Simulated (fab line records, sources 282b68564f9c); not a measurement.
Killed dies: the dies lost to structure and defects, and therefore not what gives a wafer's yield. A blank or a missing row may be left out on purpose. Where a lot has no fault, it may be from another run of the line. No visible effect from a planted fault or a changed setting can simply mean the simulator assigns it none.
The same fault as seen by 2 desks	flow rit-cmos	numbers are kept per desk, each desk with only its own; the story behind them comes last

== AT THE TOOL OWNER'S DESK: rie-si-01 ==
The tool's own readings at RIT_GATE_ETCH_19 (etches poly-Si in SF6/CHF3/O2, stops on SiO2, time 165 s, target depth 312.5 nm): means of the sampled wafers that have a number, for each lot that ran on this tool. Marked OUT: a lot whose mean sits more than 4 standard deviations from the usual mean, which makes it out of limits; the brackets give that distance.
Columns: A = drypump-motor-current-A at RIT_GATE_ETCH_19, usual 5.6 A; B = oes-product-au at RIT_GATE_ETCH_19, usual 0.847 a.u.; C = run-length-s at RIT_GATE_ETCH_19, usual 193.1 s; D = throttle-valve-pct at RIT_GATE_ETCH_19, usual 10.26 %
lot	first seen here	A	B	C	D
L918	day 2 20:16	5.7	0.861	193.4	10.30
L932	day 5 16:16	5.5	0.713 (-10) OUT	239.4 (+99 or more) OUT	10.23
L934	day 6 00:37	5.6	0.721 (-9.7) OUT	239.6 (+99 or more) OUT	10.24
Finding of this desk: L932, L934 out of limits; the first was L932 at day 5 16:16, on oes-product-au at RIT_GATE_ETCH_19. In limits: L918.

== FROM THE METROLOGY DESK ==
Lot by lot, what the gauges showed, no matter which tool ran the lot: averages of those sampled wafers that carry a number. Marked OUT: a lot whose mean sits more than 4 standard deviations from the usual mean, which makes it out of limits; the brackets give that distance.
Columns: A = GATE_OXIDE_THK at RIT_GATE_THK_MEAS_07, usual 3.00 nm; B = GATE_POLY_THK at RIT_GATE_THK_MEAS_09, usual 249.1 nm; C = cd-nm at RIT_GATE_CD_MEAS_16, usual 150.0 nm; D = GATE_OVL at RIT_GATE_OVL_MEAS_17, usual -0.7 nm
lot	first seen here	A	B	C	D
L918	day 2 16:34	2.97	249.2	147.3	0.3
L923	day 4 00:35	3.07	251.4	150.6	-2.0
L931	day 5 11:32	2.98	248.3	148.8	-0.1
L932	day 5 13:10	3.02	244.9	148.4	-1.9
L934	day 5 21:44	2.94	248.4	151.9	-1.9
L941	day 7 11:49	2.94	249.3	152.7	0.8
This desk's finding: nothing out of limits on any of the 6 lots.

== BROUGHT TOGETHER ==
At day 5 16:16, on L932, L934, the tool owner's desk was in a position to raise an alarm.
The metrology desk saw nothing out of limits.
The metrology desk has L932, L934 on record, within its limits.
The lots listed all ran RIT_GATE_ETCH_19 on rie-si-01.

== WHAT THE SIMULATOR PUT IN ==
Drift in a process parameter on rie-si-01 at RIT_GATE_ETCH_19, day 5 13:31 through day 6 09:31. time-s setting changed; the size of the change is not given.
Struck lots among those shown: L932, L934.
How many hours passed from the start of the fault until each desk's first out-of-limits reading: the tool owner's desk, 3.
